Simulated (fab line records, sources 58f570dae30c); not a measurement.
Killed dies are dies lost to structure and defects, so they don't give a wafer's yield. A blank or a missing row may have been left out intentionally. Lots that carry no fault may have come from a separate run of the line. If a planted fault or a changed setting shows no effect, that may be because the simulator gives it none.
fab line records -- flow berkeley_cmos170
[record] lots = 6, wafers = 18, last_day = 11
route steps=331 shown PWELL@44 WELLDRIVE@55
lots that met no fault: taken from a fault-free run of the same line
start_h: start of the lot's first displayed wafer, in hours after the record's first day -- wait_h: hours since the lot's step before -- " same as the row above -- L1.1+2: several wafers, shown together as one row -- - value missing, or start not given -- * or withheld: withheld -- < > ~ a bound
route shown NAME@n: NAME is a module with steps in the file, n the number in the route of the first one -- usual: mean/standard deviation of fault-free wafers -- same: alike in all rows -- chamber/n: place in a boat -- sites: readings site by site -- _std_site: how widely they spread, as a standard deviation -- _edge_site: outer sites' mean less inner sites' -- radius_mm: how far each site lies from the wafer's centre -- mask NAME#n: copy n -- behind: the most recent tool/chamber to have shaped the wafer -- hold: cause of the lot's hold/its duration in hours/its outcome -- device: which transistor (n, p or np) failed to switch -- end of line: tests of these same wafers at the route's end -- step lacking rows: just its recipe -- killed: the dies lost at the first sort to structure and to defects; this is not the yield of the wafer -- map: the dies of a wafer, with x for killed, . for not killed, _ for no die there
set.NAME: the setting as run; set.NAME@STEP: as run at that earlier step -- model.NAME: the simulator's own value behind a step, which no gauge read
certain route steps with their lots: each step a table, each wafer a row
services: when a tool's chamber went out of use (start_h, in hours from the record's first day, below 0 if earlier), for how many hours, and the reason
[[steps]]
[step UCB170_PWELL_EXPOSE_10]
[recipe] mask_id = PWELL, target_cd_nm = 3000, na = 0.5, sigma_outer = 0.6, source_shape = conventional, dose_mj = 19
[step UCB170_PWELL_PEB_11]
[recipe] peb_temp_c = 130, peb_time_s = withheld, resist = KrF
[step UCB170_PWELL_DEVELOP_12]
[recipe] developer = TMAH, develop_time_s = 45, resist = KrF, dev_temp_c = 21
[step UCB170_PWELL_OVL_MEAS_13]
[usual] PWELL_OVL = -1/6.7
lot.wafer,tool,chamber,start_h,wait_h,PWELL_OVL[nm]
L641.1,overlay-02,-,93.37,-,5
L641.2,overlay-02,-,93.37,-,0
L641.5,overlay-02,-,93.37,-,11
L644.3,overlay-01,-,113.77,-,6
L644.4,overlay-01,-,113.77,-,-2
L644.5,overlay-01,-,113.77,-,15
L647.2,overlay-01,-,126.50,-,-7
L647.3,overlay-01,-,126.50,-,-2
L647.6,overlay-01,-,126.50,-,-2
L646.1,overlay-02,-,126.77,-,-2
L646.3,overlay-02,-,126.77,-,-5
L646.4,overlay-02,-,126.77,-,-3
L651.2,overlay-01,-,148.39,-,-6
L651.4,overlay-01,-,148.39,-,-4
L651.5,overlay-01,-,148.39,-,0
L655.2,overlay-01,-,164.22,-,-11
L655.5,overlay-01,-,164.22,-,-10
L655.6,overlay-01,-,164.22,-,-9
[step UCB170_PWELL_ETCH_14]
[recipe] chemistry = CH3F/Ar/O2, target = Si3N4, stop_on = SiO2, CH3F_flow_sccm = 20, Ar_flow_sccm = 50, O2_flow_sccm = 7, pressure_mtorr = 50, rf_w = 450, target_depth_a = 2420, over_etch_frac = 0.1, time_s = 151
[usual] chamber_pressure_mTorr = 50.00/0.054, drypump_motor_current_A = 5.7/0.61, oes_product_au = 0.943/0.013, throttle_valve_pct = 8.10/0.13
lot.wafer,tool,chamber,start_h,wait_h,chamber_pressure_mTorr,drypump_motor_current_A,oes_product_au,rf_hours_counter_h,throttle_valve_pct
L641.1,rie_diel-02,2,93.41,0.0,50.05,5.2,0.952,14,7.95
L641.2,rie_diel-02,3,93.41,0.0,50.06,6.2,0.942,106,8.29
L641.5,rie_diel-02,1,93.41,0.0,50.00,4.7,0.961,-,8.21
L644.3,rie_diel-03,3,113.79,0.0,49.99,6.7,0.944,90,7.93
L644.4,rie_diel-03,0,113.79,0.0,49.86,6.0,0.925,15,8.15
L644.5,rie_diel-03,1,113.79,0.0,49.93,5.9,0.931,-,8.17
L647.2,rie_diel-03,0,126.53,0.0,49.89,5.9,0.927,15,8.16
L647.3,rie_diel-03,3,126.53,0.0,50.02,6.7,0.939,91,7.96
L647.6,rie_diel-03,1,126.53,0.0,50.06,5.9,0.929,-,8.17
L646.1,rie_diel-01,2,126.81,0.0,50.13,5.1,0.944,112,8.15
L646.3,rie_diel-01,3,126.81,0.0,49.98,5.5,0.942,112,7.93
L646.4,rie_diel-01,1,126.81,0.0,50.09,5.0,0.937,8,8.16
L651.2,rie_diel-02,3,148.42,0.0,49.99,6.2,0.943,109,8.29
L651.4,rie_diel-02,0,148.42,0.0,50.00,6.1,0.928,89,8.01
L651.5,rie_diel-02,1,148.42,0.0,49.97,4.7,0.963,-,8.22
L655.2,rie_diel-03,0,164.25,0.0,49.97,5.9,0.922,17,8.15
L655.5,rie_diel-03,3,164.25,0.0,50.30,6.7,0.934,-,7.96
L655.6,rie_diel-03,2,164.25,0.0,49.96,6.5,0.961,-,8.24
[step UCB170_PWELL_IMPLANT_15]
[recipe] species = B, dose_cm2 = 5.102e+12, energy_kev = 60, tilt_deg = 7
[step UCB170_PWELL_STRIP_16]
[recipe] chemistry = O2, power_w = 400, pressure_mtorr = 3500, platen_temp_c = withheld, o2_flow_sccm = 400, overash_fraction = 0.5
[usual] chamber_pressure_mTorr = 3500/3.3, drypump_motor_current_A = 5.7/0.32, oes_product_au = 0.721/0.0046, strip_time_to_endpoint_s = 18.13/0.087
[same] overash_fraction = 0.5
lot.wafer,tool,chamber,start_h,wait_h,chamber_pressure_mTorr,drypump_motor_current_A,oes_product_au,rf_hours_counter_h,strip_time_to_endpoint_s
L641.1,plasma_asher-02,1,93.66,0.1,3497,5.8,0.725,39,18.11
L641.2,plasma_asher-02,0,93.66,0.1,3501,5.2,0.716,39,18.14
L641.5,plasma_asher-02,1,93.66,0.1,3502,5.8,0.719,-,18.14
L644.3,plasma_asher-03,1,114.08,0.1,3504,5.8,0.730,-,18.14
L644.4,plasma_asher-03,0,114.08,0.1,3495,6.2,0.726,-,18.10
L644.5,plasma_asher-03,1,114.08,0.1,3502,5.8,0.723,-,18.07
L647.2,plasma_asher-04,0,126.78,0.1,3497,5.7,0.726,40,17.96
L647.3,plasma_asher-04,0,126.78,0.1,3502,5.7,0.716,-,18.01
L647.6,plasma_asher-04,1,126.78,0.1,3492,5.3,0.725,-,17.91
L646.1,plasma_asher-03,1,127.06,0.1,3502,5.8,0.719,45,18.11
L646.3,plasma_asher-03,0,127.06,0.1,3499,6.2,0.718,-,18.17
L646.4,plasma_asher-03,1,127.06,0.1,3504,5.8,0.718,-,18.28
L651.2,plasma_asher-02,0,148.67,0.1,3494,5.2,0.719,2,18.10
L651.4,plasma_asher-02,0,148.67,0.1,3503,5.2,0.716,-,17.99
L651.5,plasma_asher-02,0,148.67,0.1,3497,5.2,0.718,-,18.14
L655.2,plasma_asher-04,1,164.50,0.1,3495,5.4,0.721,44,18.21
L655.5,plasma_asher-04,0,164.50,0.1,3497,5.7,0.727,-,18.25
L655.6,plasma_asher-04,1,164.50,0.1,3496,5.4,0.722,-,18.18
[step UCB170_PWELL_TW_MEAS_17]
[usual] PWELL_TW = 381.2/1.7
lot.wafer,tool,chamber,start_h,wait_h,PWELL_TW
L641.1,film_metro-04,-,93.76,0.1,385.8
L641.2,film_metro-04,-,93.76,0.1,385.2
L641.5,film_metro-04,-,93.76,0.1,384.1
L644.3,film_metro-01,-,114.16,0.1,383.0
L644.4,film_metro-01,-,114.16,0.1,382.0
L644.5,film_metro-01,-,114.16,0.1,383.2
L647.2,film_metro-01,-,126.89,0.1,379.8
L647.3,film_metro-01,-,126.89,0.1,380.2
L647.6,film_metro-01,-,126.89,0.1,382.0
L646.1,film_metro-01,-,127.16,0.1,379.4
L646.3,film_metro-01,-,127.16,0.1,379.7
L646.4,film_metro-01,-,127.16,0.1,382.1
L651.2,film_metro-01,-,148.78,0.1,382.8
L651.4,film_metro-01,-,148.78,0.1,384.9
L651.5,film_metro-01,-,148.78,0.1,383.8
L655.2,film_metro-02,-,164.61,0.1,382.8
L655.5,film_metro-02,-,164.61,0.1,382.0
L655.6,film_metro-02,-,164.61,0.1,381.6
[step UCB170_PWELL_CLEAN_18]
[recipe] chemistry = SPM, temp_c = 120, time_s = 600
[step UCB170_PWELL_WET_ETCH_19]
[recipe] chemistry = H3PO4, target = Si3N4, temp_c = 160, time_s = 14400
[step UCB170_PWELL_WET_ETCH_20]
[recipe] chemistry = BOE, dilution = 5:1, target = SiO2, temp_c = 25, time_s = 22
[step UCB170_WELLDRIVE_CLEAN_00]
[recipe] chemistry = SPM, temp_c = 120, time_s = 600
[step UCB170_WELLDRIVE_OXIDATION_01]
[recipe] temp_c = 1100, ambient = O2, target_thk_a = 1990, ox_time_s = 9000
[usual] ox_temp_c = 1099.9/0.5, ox_temp_c_max = 1104.8/1.9, spike_tc_source_C = 1123.4/2, zone_power_load_pct = 36.4/2.6
lot.wafer,tool,chamber,start_h,wait_h,ox_temp_c,ox_temp_c_max,spike_tc_source_C,zone_power_load_pct
L641.1,furnace-02,0,103.19,2.9,1100.0,1103.7,1122.7,34.4
L641.2,furnace-02,0,103.19,2.9,1099.3,1102.7,1123.7,34.5
L641.5,furnace-02,0,103.19,2.9,1099.6,1102.8,1123.4,34.3
L644.3,furnace-01,0,123.26,2.8,1100.3,1106.7,1127.4,40.9
L644.4,furnace-01,0,123.26,2.8,1100.6,1107.2,1128.1,41.3
L644.5,furnace-01,0,123.26,2.8,1100.7,1109.3,1127.9,41.2
L646.1,furnace-02,-,135.78,0.4,-,-,-,-
L646.3,furnace-02,-,135.78,0.4,-,-,-,-
L646.4,furnace-02,-,135.78,0.4,-,-,-,-
L647.2,furnace-02,-,135.78,1.9,-,-,-,-
L647.3,furnace-02,-,135.78,1.9,-,-,-,-
L647.6,furnace-02,-,135.78,1.9,-,-,-,-
L651.2,furnace-02,0,161.83,5.2,1099.5,1102.6,1123.9,34.6
L651.4,furnace-02,0,161.83,5.2,1099.6,1102.9,1123.4,34.7
L651.5,furnace-02,0,161.83,5.2,1099.3,1104.2,1123.0,34.6
L655.2,furnace-02,0,171.78,1.8,1100.5,1103.1,1123.6,34.9
L655.5,furnace-02,0,171.78,1.8,1100.9,1104.2,1123.6,34.9
L655.6,furnace-02,0,171.78,1.8,1100.9,1104.4,1123.5,35.2
[[services]]
tool,chamber,start_h,hours,kind
rie_diel-01,-,93.33,5.7,repair
plasma_asher-03,-,100.29,2.8,pm
furnace-02,-,106.69,3.4,pm
plasma_asher-02,-,108.75,9.0,pm
plasma_asher-02,0,108.75,9.0,vent_cycle
plasma_asher-02,1,108.75,9.0,vent_cycle
plasma_asher-02,0,117.75,-,clean
plasma_asher-02,1,117.75,-,clean
plasma_asher-02,-,126.56,1.4,repair
rie_diel-02,-,129.99,2.8,pm
furnace-01,-,133.79,25.8,repair
furnace-01,-,159.56,8.8,pm
[[key]]
[first_sign] step = UCB170_WELLDRIVE_OXIDATION_01, reading = tool_record, direction = missing
effect none on later readings
met_at UCB170_WELLDRIVE_OXIDATION_01
struck_wafers L646.1,L646.3,L646.4,L647.2,L647.3,L647.6
later_rows_left_out L646.1,L646.3,L646.4,L647.2,L647.3,L647.6
sort_left_out L646.1,L646.3,L646.4,L647.2,L647.3,L647.6
tester_left_out L646,L647
onset_between 103.19 135.78
[fault] kind = skipped_step_whole, tool = furnace-02, chamber = -, onset_h = 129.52, steps = UCB170_WELLDRIVE_OXIDATION_01, scope = struck_lots_only
// tester_left_out: of these lots the tester's yield and bins aren't shown, on N5 and GAA mostly nor the transistor test; their killed dies are dies lost to structure and defects alone, not to doping, threshold or leakage, so they don't give the yield
// sort_left_out: the simulated sort isn't trusted on such a fault, so these wafers' sort isn't shown, and their yield isn't known
// later_rows_left_out: the simulator's readings of these wafers behind a module that went badly wrong aren't trusted and aren't shown, but for the sort
